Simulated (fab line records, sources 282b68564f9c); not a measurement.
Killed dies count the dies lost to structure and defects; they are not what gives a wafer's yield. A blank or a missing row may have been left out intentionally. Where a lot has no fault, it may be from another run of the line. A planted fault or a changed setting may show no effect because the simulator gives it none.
What tool caused it? + flow rit_cmos + Sampling: 6 lots, 18 wafers, 2 of 202 route steps

WHAT THE GAUGES READ, wafer by wafer
RIT_SPACER_THK_MEAS_04.
| lot  | measured    | on            | SPACER_NITRIDE_THK (nm) |
|------|-------------|---------------|-------------------------|
| L806 | day 3 07:47 | film_metro-02 | 243.8 245.2 244.1       |
| L811 | day 4 08:22 | film_metro-01 | 245.2 245.0 243.8       |
| L815 | day 5 01:01 | film_metro-01 | 216.4 215.5 215.0       |
| L818 | day 5 16:11 | film_metro-04 | 241.8 242.0 241.0       |
| L821 | day 6 07:26 | film_metro-02 | 248.0 243.9 247.2       |
| L825 | day 7 02:53 | film_metro-01 | 245.7 245.4 243.2       |

TOOL THAT RAN EACH LOT (tool first, then ch and the chambers of the sampled wafers, then the start)
| lot  | RIT_SPACER_CVD_03          |
|------|----------------------------|
| L806 | lpcvd-01 ch 0, day 3 05:52 |
| L811 | lpcvd-01 ch 0, day 4 06:27 |
| L815 | lpcvd-02 ch 1, day 4 23:05 |
| L818 | lpcvd-01 ch 0, day 5 13:17 |
| L821 | lpcvd-01 ch 0, day 6 05:32 |
| L825 | lpcvd-01 ch 1, day 7 00:56 |
- RIT_SPACER_CVD_03: deposits Si3N4 from SiH2Cl2/NH3, target thk 250 nm, time 3226 s.

THE ANSWER, worked out from the rows above alone
Rule: what is usual is taken from the lots themselves. Put in order of their means at a reading, lots are off if they are a third of the lots or fewer, leave a main group of 4 or more, and stand apart from it by a gap of 3 or more times the standard deviation of the main group's means; of several such gaps the widest counts. Not used: any main group whose means are identical at the precision the tables above print for the reading. A lot without any number at a reading at which 4 lots or more have one is off too. Any other lot the step has rows for is counted as sound.
Off: L815, seen at RIT_SPACER_THK_MEAS_04 (SPACER_NITRIDE_THK). The main group: mean 244.4 nm, standard deviation 1.5.
A tool fits if, at a process step before that reading, it ran every lot that is off, and no sound lot after the first of them. Those tools and the gauges at RIT_SPACER_THK_MEAS_04 are tried in the same way. One fits: lpcvd-02 at RIT_SPACER_CVD_03. It ran no sound lot before its first lot that is off in this sample, so the start can't be narrowed down.

WHAT THE SIMULATOR PUT IN
Site profile drift: lpcvd-02, from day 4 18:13 on, at RIT_SPACER_CVD_03. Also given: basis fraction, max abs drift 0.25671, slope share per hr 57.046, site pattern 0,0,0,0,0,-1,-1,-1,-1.
Shown lots that were struck: L815. The rule above reached the same finding.
